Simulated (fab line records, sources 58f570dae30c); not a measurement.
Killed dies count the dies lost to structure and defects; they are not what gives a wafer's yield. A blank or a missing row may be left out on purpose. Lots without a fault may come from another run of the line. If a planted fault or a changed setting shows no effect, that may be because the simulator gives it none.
fab line records | flow berkeley-cmos170
[record] lots = 14 wafers = 42 last-day = 13
route steps=331 shown SILICIDE@214 V1@256 V2@295
lots that met no fault: taken from a fault-free run of the same line
start-h: hours from the record's first day to the start of the lot's first wafer shown | wait-h: hours since the lot's step before | " unchanged from the row above | L1.1+2: a row that stands for several wafers | - no value, or no start was given | * or withheld: withheld | < > ~ a bound
route shown NAME@n: names a module that has steps shown in the file, with the first one's number in the route | usual: the fault-free wafers' mean and standard deviation | same: alike in all rows | chamber/n: place in a boat | sites: the reading at each site | _std_site: standard deviation of those values | _edge_site: outer sites' mean less inner sites' | radius-mm: how far each site lies from the wafer's centre | mask NAME#n: copy n | behind: tool/chamber where the wafer was last shaped | hold: what put the lot on hold/how long, in hours/how the hold closed | device: names the non-switching transistor (n, p or np) | end of line: tests run on the same wafers once the route is complete | a step given without rows: its recipe and nothing more | killed: dies lost to structure and defects at the first sort, not the wafer's yield | map: shows each die of a wafer: x if killed, . if not, _ if none is there
set.NAME: the setting as run; set.NAME@STEP: as run at that earlier step | model.NAME: the simulator's own value behind a step, which no gauge read
steps of the route over a sample of lots; a table a step, a row a wafer
services: a tool's chamber out of use, with start hour (start-h, from the record's first day; less than 0 if before it), hours out, and reason
[[steps]]
[step UCB170_SILICIDE_RTA_04]
[recipe] temp-c = 650 time-s = 15 ambient = N2
[usual] chamber-o2-ppm = 1.996/0.021 lamp-power-pct = 9.6/0.45 wafer_temp_C_max = 652.5/0.63
// columns lot.wafer tool chamber start-h wait-h chamber-o2-ppm lamp-power-pct wafer_temp_C_max
L341.1 rtp-anneal-01 0 165.83 0.1 2.045 9.4 652.0
L341.2 " 0 " " 2.003 9.4 652.0
L341.5 " 0 " " 2.051 9.4 652.2
L340.3 rtp-anneal-01 0 166.25 0.1 2.011 9.4 652.4
L340.5 " 0 " " 2.035 9.4 653.4
L340.6 " 0 " " 1.981 9.4 652.3
L342.1 rtp-anneal-01 0 179.35 0.1 1.998 9.4 653.1
L342.4 " 0 " " 1.936 9.4 652.2
L342.6 " 0 " " 1.988 9.4 652.8
L343.3 rtp-anneal-01 0 179.83 0.1 2.029 9.4 652.7
L343.4 " 0 " " 2.008 9.4 653.5
L343.5 " 0 " " 1.974 9.4 652.7
L345.1 rtp-anneal-01 0 188.93 0.1 1.986 9.4 652.1
L345.2 " 0 " " 1.982 9.4 652.6
L345.4 " 0 " " 1.996 9.4 652.5
L344.1 rtp-anneal-01 0 189.24 0.1 1.972 9.4 654.0
L344.3 " 0 " " 1.992 9.4 652.8
L344.5 " 0 " " 1.988 9.4 652.5
L346.1 rtp-anneal-01 0 189.65 0.1 1.953 9.4 652.1
L346.4 " 0 " " 1.985 9.4 652.4
L346.5 " 0 " " 2.001 9.4 652.0
L348.1 rtp-anneal-01 0 212.54 0.1 2.025 9.4 652.8
L348.3 " 0 " " 2.014 9.4 652.8
L348.4 " 0 " " 2.010 9.4 652.7
L354.1 rtp-anneal-01 0 238.11 0.1 1.968 9.4 652.9
L354.5 " 0 " " 1.989 9.4 652.5
L354.6 " 0 " " 1.992 9.4 653.0
L356.2 rtp-anneal-01 0 256.25 0.1 2.009 9.4 652.4
L356.3 " 0 " " 2.014 9.4 652.6
L356.4 " 0 " " 1.998 9.4 653.8
L358.1 rtp-anneal-01 0 256.84 0.1 2.009 9.4 652.2
L358.5 " 0 " " 1.979 9.4 652.0
L358.6 " 0 " " 1.988 9.4 652.5
L360.2 rtp-anneal-02 0 269.93 0.1 2.001 11.0 653.3
L360.3 " 0 " " 2.024 11.1 653.6
L360.4 " 0 " " 2.019 11.0 653.7
L361.3 rtp-anneal-01 0 280.53 0.1 1.974 9.4 652.2
L361.4 " 0 " " 1.970 9.4 653.0
L361.5 " 0 " " 1.963 9.4 652.1
L363.4 rtp-anneal-01 0 288.91 0.1 1.986 9.4 652.2
L363.5 " 0 " " 1.982 9.4 652.0
L363.6 " 0 " " 1.976 9.4 651.4
[step UCB170_V1_CMP_02]
[recipe] material = SiO2 down-force-psi = 6 platen-rpm = 60 pad-velocity-m-s = 0.75398
[usual] motor-current-A = 16.8/1.3 platen-rpm = 59.99/0.039
// columns lot.wafer tool chamber start-h wait-h motor-current-A platen-rpm
L341.1 cmp-02 0 175.72 0.1 17.3 59.98
L341.2 " 1 " " 15.3 60.01
L341.5 " 0 " " 19.2 60.01
L340.3 cmp-01 2 175.82 0.1 16.3 60.01
L340.6 " 0 " " 15.6 59.94
L340.5 " 1 " " 15.7 60.02
L342.1 cmp-01 1 188.35 0.1 15.9 60.01
L342.4 " 2 " " 16.1 59.95
L342.6 " 3 " " 16.0 59.96
L343.3 cmp-02 0 189.83 0.1 18.9 59.94
L343.4 " 2 " " 19.0 59.99
L343.5 " 0 " " 18.3 59.94
L345.2 cmp-01 3 198.11 0.0 16.1 60.01
L345.4 " 1 " " 15.0 60.00
L345.1 " 2 " " 16.2 59.98
L346.4 cmp-01 1 199.36 0.0 15.3 60.05
L346.1 " 0 " " 15.0 59.93
L346.5 " 2 " " 16.6 60.01
L344.3 cmp-02 3 199.46 0.1 16.5 60.02
L344.1 " 0 " " 18.6 59.97
L344.5 " 2 " " 17.5 59.99
L348.3 cmp-02 0 220.97 0.1 18.2 59.98
L348.1 " 1 " " 16.4 60.00
L348.4 " 2 " " 18.7 60.00
L354.1 cmp-01 1 247.88 0.2 15.6 44.98
L354.5 " 2 " " 16.9 45.02
L354.6 " 3 " " 16.6 44.98
L356.3 cmp-01 0 265.86 0.0 16.1 45.00
L356.4 " 2 " " 16.3 44.98
L356.2 " 3 " " 16.5 44.98
L358.1 cmp-02 1 267.29 0.1 15.8 60.05
L358.5 " 3 " " 17.6 60.04
L358.6 " 0 " " 17.7 59.97
L360.4 cmp-02 2 280.45 0.0 18.7 59.98
L360.3 " 3 " " 17.3 60.00
L360.2 " 0 " " 18.2 59.92
L361.4 cmp-02 2 290.64 0.1 19.0 60.01
L361.3 " 3 " " 17.3 59.97
L361.5 " 1 " " 15.7 59.92
L363.4 cmp-02 2 297.22 0.1 18.5 59.99
L363.5 " 1 " " 16.1 59.99
L363.6 " 2 " " 19.2 59.96
[step UCB170_V2_BOW_MEAS_03]
[recipe] mode = bow
[usual] V2_BOW = 36/7.2
// columns lot.wafer tool chamber start-h wait-h V2_BOW[um]
L341.1 film-metro-04 - 182.66 0.1 44
L341.2 " - " " 40
L341.5 " - " " 45
L340.3 film-metro-02 - 182.94 0.2 33
L340.5 " - " " 25
L340.6 " - " " 38
L342.1 film-metro-02 - 193.68 0.1 34
L342.4 " - " " 37
L342.6 " - " " 31
L343.3 film-metro-04 - 195.74 0.2 36
L343.4 " - " " 28
L343.5 " - " " 44
L345.1 film-metro-03 - 203.38 0.2 27
L345.2 " - " " 48
L345.4 " - " " 31
L344.1 film-metro-04 - 205.11 0.2 40
L344.3 " - " " 39
L344.5 " - " " 27
L346.1 film-metro-02 - 205.51 0.1 45
L346.4 " - " " 42
L346.5 " - " " 39
L348.1 film-metro-04 - 228.07 0.1 40
L348.3 " - " " 37
L348.4 " - " " 23
L354.1 film-metro-04 - 254.27 0.1 40
L354.5 " - " " 21
L354.6 " - " " 40
L356.2 film-metro-04 - 271.89 0.2 34
L356.3 " - " " 33
L356.4 " - " " 25
L358.1 film-metro-04 - 273.69 0.1 36
L358.5 " - " " 50
L358.6 " - " " 47
L360.2 film-metro-04 - 287.10 0.3 46
L360.3 " - " " 40
L360.4 " - " " 49
L361.3 film-metro-03 - 296.51 0.3 32
L361.4 " - " " 37
L361.5 " - " " 48
L363.4 film-metro-04 - 303.77 0.2 31
L363.5 " - " " 27
L363.6 " - " " 39
[step UCB170_V2_CD_MEAS_90]
[recipe] target-cd-nm = 700
[usual] cd-nm = 700.6/1.6
// columns lot.wafer tool chamber start-h wait-h cd-nm
L341.1 cd-sem-01 - 184.62 0.1 700.9
L341.2 " - " " 699.7
L341.5 " - " " 701.2
L340.3 cd-sem-02 - 184.94 0.1 700.3
L340.5 " - " " 699.2
L340.6 " - " " 702.1
L342.1 cd-sem-01 - 195.31 0.1 700.2
L342.4 " - " " 701.4
L342.6 " - " " 701.3
L343.3 cd-sem-02 - 197.83 0.1 700.3
L343.4 " - " " 700.0
L343.5 " - " " 701.4
L345.1 cd-sem-01 - 205.55 0.1 702.0
L345.2 " - " " 700.7
L345.4 " - " " 701.0
L344.1 cd-sem-02 - 206.76 0.1 701.9
L344.3 " - " " 701.6
L344.5 " - " " 702.1
L346.1 cd-sem-01 - 207.14 0.1 700.5
L346.4 " - " " 700.7
L346.5 " - " " 701.1
L348.1 cd-sem-01 - 229.96 0.1 699.0
L348.3 " - " " 699.3
L348.4 " - " " 698.8
L354.1 cd-sem-01 - 255.90 0.1 703.0
L354.5 " - " " 701.9
L354.6 " - " " 703.4
L356.2 cd-sem-02 - 273.75 0.1 699.8
L356.3 " - " " 699.6
L356.4 " - " " 701.5
L358.1 cd-sem-01 - 275.91 0.1 698.9
L358.5 " - " " 698.4
L358.6 " - " " 699.9
L360.2 cd-sem-01 - 288.96 0.1 700.9
L360.3 " - " " 702.1
L360.4 " - " " 700.9
L361.3 cd-sem-02 - 298.46 0.1 700.7
L361.4 " - " " 700.3
L361.5 " - " " 700.9
L363.4 cd-sem-02 - 305.84 0.1 700.6
L363.5 " - " " 703.2
L363.6 " - " " 701.2
[[services]]
// columns tool chamber start-h hours kind
rtp-anneal-02 - 157.31 101.4 pm
cmp-02 - 166.19 0.6 repair
cmp-02 - 201.65 12.8 repair
cmp-01 - 232.00 4.0 pm
cmp-02 - 233.21 0.3 repair
cmp-01 - 236.00 - consumable-replace:conditioner
cmp-01 - 236.00 - consumable-replace:pad
cmp-01 - 236.40 2.2 repair
cmp-02 - 289.55 0.9 repair
[[key]]
[first-sign] step = UCB170_V1_CMP_02 reading = platen-rpm direction = down sigmas = 99+ usual = 59.99 struck = 44.99
effect none on later readings
met-at UCB170_V1_CMP_02
struck-lots L354,L356
not-acting-at UCB170_SILICIDE_RTA_04,UCB170_V2_BOW_MEAS_03,UCB170_V2_CD_MEAS_90
onset-between 199.36 247.88
[fault] kind = process-parameter-drift tool = cmp-01 chamber = - onset-h = 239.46 steps = UCB170_V1_CMP_02 channel = platen-rpm offset = -15 shape = step end-h = 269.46 acts-in = these-recipes-only stated = 60
